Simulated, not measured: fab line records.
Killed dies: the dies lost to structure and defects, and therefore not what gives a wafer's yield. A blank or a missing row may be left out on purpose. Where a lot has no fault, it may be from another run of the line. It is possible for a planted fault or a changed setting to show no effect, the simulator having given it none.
Which tool was responsible?	flow berkeley cmos170	13 lots with 39 wafers sampled at 2 steps, on a route of 331 steps

== WHAT THE GAUGES SHOWED, per wafer ==
UCB170_ACTIVE_CD_MEAS_13 targets a cd of 1200 nm. Usual: 1199.9 nm for cd nm, sd 1.3.
lot	measured	on	cd nm (nm)	flag
L542	day 4 01:22	cd sem-01	1199.7 1200.4 1200.0	
L546	day 5 08:07	cd sem-02	1200.5 1201.1 1199.8	
L548	day 5 12:37	cd sem-02	1284.8 1284.8 1284.1	OFF
L554	day 6 01:05	cd sem-02	1202.5 1201.0 1202.5	
L556	day 7 01:32	cd sem-02	1198.2 1196.2 1198.8	
L558	day 7 07:27	cd sem-02	1200.4 1202.2 1202.4	
L557	day 7 08:02	cd sem-02	1198.7 1199.3 1199.9	
L559	day 7 16:01	cd sem-02	1200.4 1200.2 1202.0	
L561	day 7 20:56	cd sem-01	1200.8 1200.6 1200.5	
L560	day 7 21:02	cd sem-02	1201.0 1199.6 1199.9	
L562	day 8 01:25	cd sem-02	1200.5 1200.5 1200.3	
L563	day 8 15:48	cd sem-02	1200.0 1202.0 1202.2	
L565	day 8 15:55	cd sem-01	1198.1 1199.7 1199.7	

== WHAT TOOL EACH LOT RAN ON (gives the tool, then ch and the chambers of the sampled wafers, and finally the start) ==
lot	UCB170_ACTIVE_EXPOSE_10
L542	krf scanner-01 ch 0, day 4 00:07
L546	krf scanner-01 ch 0, day 5 07:01
L548	krf scanner-02 ch 0, day 5 12:02
L554	krf scanner-02 ch 0, day 6 00:35
L556	krf scanner-01 ch 0, day 7 01:09
L558	krf scanner-01 ch 0, day 7 07:03
L557	krf scanner-02 ch 0, day 7 07:20
L559	krf scanner-02 ch 0, day 7 15:32
L561	krf scanner-02 ch 0, day 7 20:08
L560	krf scanner-01 ch 0, day 7 20:23
L562	krf scanner-02 ch 0, day 8 01:02
L563	krf scanner-01 ch 0, day 8 15:16
L565	krf scanner-01 ch 0, day 8 15:25
- UCB170_ACTIVE_EXPOSE_10: exposes mask ACTIVE, target cd 1200 nm.

== WHAT THE TOOLS THEMSELVES READ (means of the sampled wafers that have a number; where no wafer has one, the mark that the record gives instead) ==
The record holds no such reading with a usual standard deviation.

== THE ANSWER, worked out from the rows above alone ==
Rule: a lot is off if the mean of its wafers that have a number lies more than 3 standard deviations from the usual mean. Also off: a lot with no number at a reading for which 4 or more lots have one. The other lots that the step has rows for count as sound. Order of review: gauges by route order, followed by the tools' own readings, for which a lot's mean as printed above is used. The first step at which some lot is off is used, and at that step the reading that is off furthest; a lot without a number counts as furthest.
Off at UCB170_ACTIVE_CD_MEAS_13 (cd nm): L548.
A tool fits if, at a process step before that reading, it ran every lot that is off, and no sound lot after the first of them. The gauges at UCB170_ACTIVE_CD_MEAS_13 are tried like those tools. Not one of the candidates tried fits.

== WHAT THE SIMULATOR HAD PUT IN ==
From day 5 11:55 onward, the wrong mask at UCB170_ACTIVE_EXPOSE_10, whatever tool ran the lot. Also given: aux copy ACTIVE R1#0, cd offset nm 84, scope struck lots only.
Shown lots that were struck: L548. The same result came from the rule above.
